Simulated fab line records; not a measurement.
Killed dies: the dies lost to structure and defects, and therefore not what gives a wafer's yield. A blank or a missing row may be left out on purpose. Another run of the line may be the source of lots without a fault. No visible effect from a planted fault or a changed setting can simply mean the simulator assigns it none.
Lot-split experiment :: flow berkeleyCmos170 :: route with 331 steps; 5 lots, 23 wafers read

## ON THE SPLIT
At UCB170_NWELL_OXIDATION_01 (target thk 26.4 nm, ox time 1260 s), the setting tempC was moved away from the recipe's 1000 C on 10 of the 23 wafers read, by -2.3% to +2.9%. For the rest of the wafers, this setting stayed at what the recipe calls for.

Split to reading: the file shows no intervening step.

## THE READING
At UCB170_NWELL_THK_MEAS_02: NWELL_OXIDE_THK, given in nm. Fault-free wafers of this fab line usually give 26.2 nm, standard deviation 0.44 nm.

wafer: L075.1
tool, chamber at the split: -, -
tempC as run, C: 1000
against the recipe: recipe
NWELL_OXIDE_THK, nm: 26.3
against lot-mates on the recipe: -

wafer: L075.3
tool, chamber at the split: -, -
tempC as run, C: 1000
against the recipe: recipe
NWELL_OXIDE_THK, nm: 25.9
against lot-mates on the recipe: -

wafer: L075.4
tool, chamber at the split: -, -
tempC as run, C: 1000
against the recipe: recipe
NWELL_OXIDE_THK, nm: 26.3
against lot-mates on the recipe: -

wafer: L075.5
tool, chamber at the split: -, -
tempC as run, C: 1000
against the recipe: recipe
NWELL_OXIDE_THK, nm: 26.3
against lot-mates on the recipe: -

wafer: L075.6
tool, chamber at the split: -, -
tempC as run, C: 1000
against the recipe: recipe
NWELL_OXIDE_THK, nm: 26.1
against lot-mates on the recipe: -

wafer: L077.1
tool, chamber at the split: -, -
tempC as run, C: 1029
against the recipe: +2.9%
NWELL_OXIDE_THK, nm: 34.7
against lot-mates on the recipe: no lot-mate on the recipe

wafer: L077.2
tool, chamber at the split: -, -
tempC as run, C: 1029
against the recipe: +2.9%
NWELL_OXIDE_THK, nm: 33.3
against lot-mates on the recipe: no lot-mate on the recipe

wafer: L077.3
tool, chamber at the split: -, -
tempC as run, C: 1029
against the recipe: +2.9%
NWELL_OXIDE_THK, nm: 34.0
against lot-mates on the recipe: no lot-mate on the recipe

wafer: L077.4
tool, chamber at the split: -, -
tempC as run, C: 1029
against the recipe: +2.9%
NWELL_OXIDE_THK, nm: 34.0
against lot-mates on the recipe: no lot-mate on the recipe

wafer: L077.5
tool, chamber at the split: -, -
tempC as run, C: 1029
against the recipe: +2.9%
NWELL_OXIDE_THK, nm: 34.5
against lot-mates on the recipe: no lot-mate on the recipe

wafer: L078.1
tool, chamber at the split: furnace-04, 0
tempC as run, C: 1000
against the recipe: recipe
NWELL_OXIDE_THK, nm: 26.2
against lot-mates on the recipe: -

wafer: L078.3
tool, chamber at the split: furnace-04, 0
tempC as run, C: 1000
against the recipe: recipe
NWELL_OXIDE_THK, nm: 25.6
against lot-mates on the recipe: -

wafer: L078.6
tool, chamber at the split: furnace-04, 0
tempC as run, C: 1000
against the recipe: recipe
NWELL_OXIDE_THK, nm: 25.6
against lot-mates on the recipe: -

wafer: L080.1
tool, chamber at the split: -, -
tempC as run, C: 1000
against the recipe: recipe
NWELL_OXIDE_THK, nm: 26.7
against lot-mates on the recipe: -

wafer: L080.2
tool, chamber at the split: -, -
tempC as run, C: 1000
against the recipe: recipe
NWELL_OXIDE_THK, nm: 26.8
against lot-mates on the recipe: -

wafer: L080.3
tool, chamber at the split: -, -
tempC as run, C: 1000
against the recipe: recipe
NWELL_OXIDE_THK, nm: 26.3
against lot-mates on the recipe: -

wafer: L080.4
tool, chamber at the split: -, -
tempC as run, C: 1000
against the recipe: recipe
NWELL_OXIDE_THK, nm: 26.5
against lot-mates on the recipe: -

wafer: L080.5
tool, chamber at the split: -, -
tempC as run, C: 1000
against the recipe: recipe
NWELL_OXIDE_THK, nm: 26.2
against lot-mates on the recipe: -

wafer: L082.1
tool, chamber at the split: -, -
tempC as run, C: 976.8
against the recipe: -2.3%
NWELL_OXIDE_THK, nm: 20.4
against lot-mates on the recipe: no lot-mate on the recipe

wafer: L082.2
tool, chamber at the split: -, -
tempC as run, C: 976.8
against the recipe: -2.3%
NWELL_OXIDE_THK, nm: 20.9
against lot-mates on the recipe: no lot-mate on the recipe

wafer: L082.3
tool, chamber at the split: -, -
tempC as run, C: 976.8
against the recipe: -2.3%
NWELL_OXIDE_THK, nm: 20.5
against lot-mates on the recipe: no lot-mate on the recipe

wafer: L082.5
tool, chamber at the split: -, -
tempC as run, C: 976.8
against the recipe: -2.3%
NWELL_OXIDE_THK, nm: 20.4
against lot-mates on the recipe: no lot-mate on the recipe

wafer: L082.6
tool, chamber at the split: -, -
tempC as run, C: 976.8
against the recipe: -2.3%
NWELL_OXIDE_THK, nm: 20.4
against lot-mates on the recipe: no lot-mate on the recipe

FIT RESULTS
A straight line over all 23 wafers: NWELL_OXIDE_THK changes by +2.61 nm for each +1% of tempC; r = +1.00; the points scatter about the line by 0.41 nm.
Too few moved wafers with a lot-mate on the recipe to fit a line net of each lot's own level.

## THE WHOLE CHAIN: every reading that the file lists as answering this split, in the file's order
step: UCB170_NWELL_OXIDATION_01
what it does: target thk 26.4 nm, ox time 1260 s
reading: SiO2_of_NWELL_OXIDATION_01.thkNm (the simulator's own value, which no gauge read)
change (the file's fit): +2.61 nm for each +1% of the setting
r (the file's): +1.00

step: UCB170_NWELL_THK_MEAS_02
what it does: 
reading: NWELL_OXIDE_THK
change (the file's fit): +2.61 for each +1% of the setting
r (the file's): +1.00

## THE FILE'S OWN FIT
NWELL_OXIDE_THK changes by +2.61 nm for each +1% of tempC, r = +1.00.
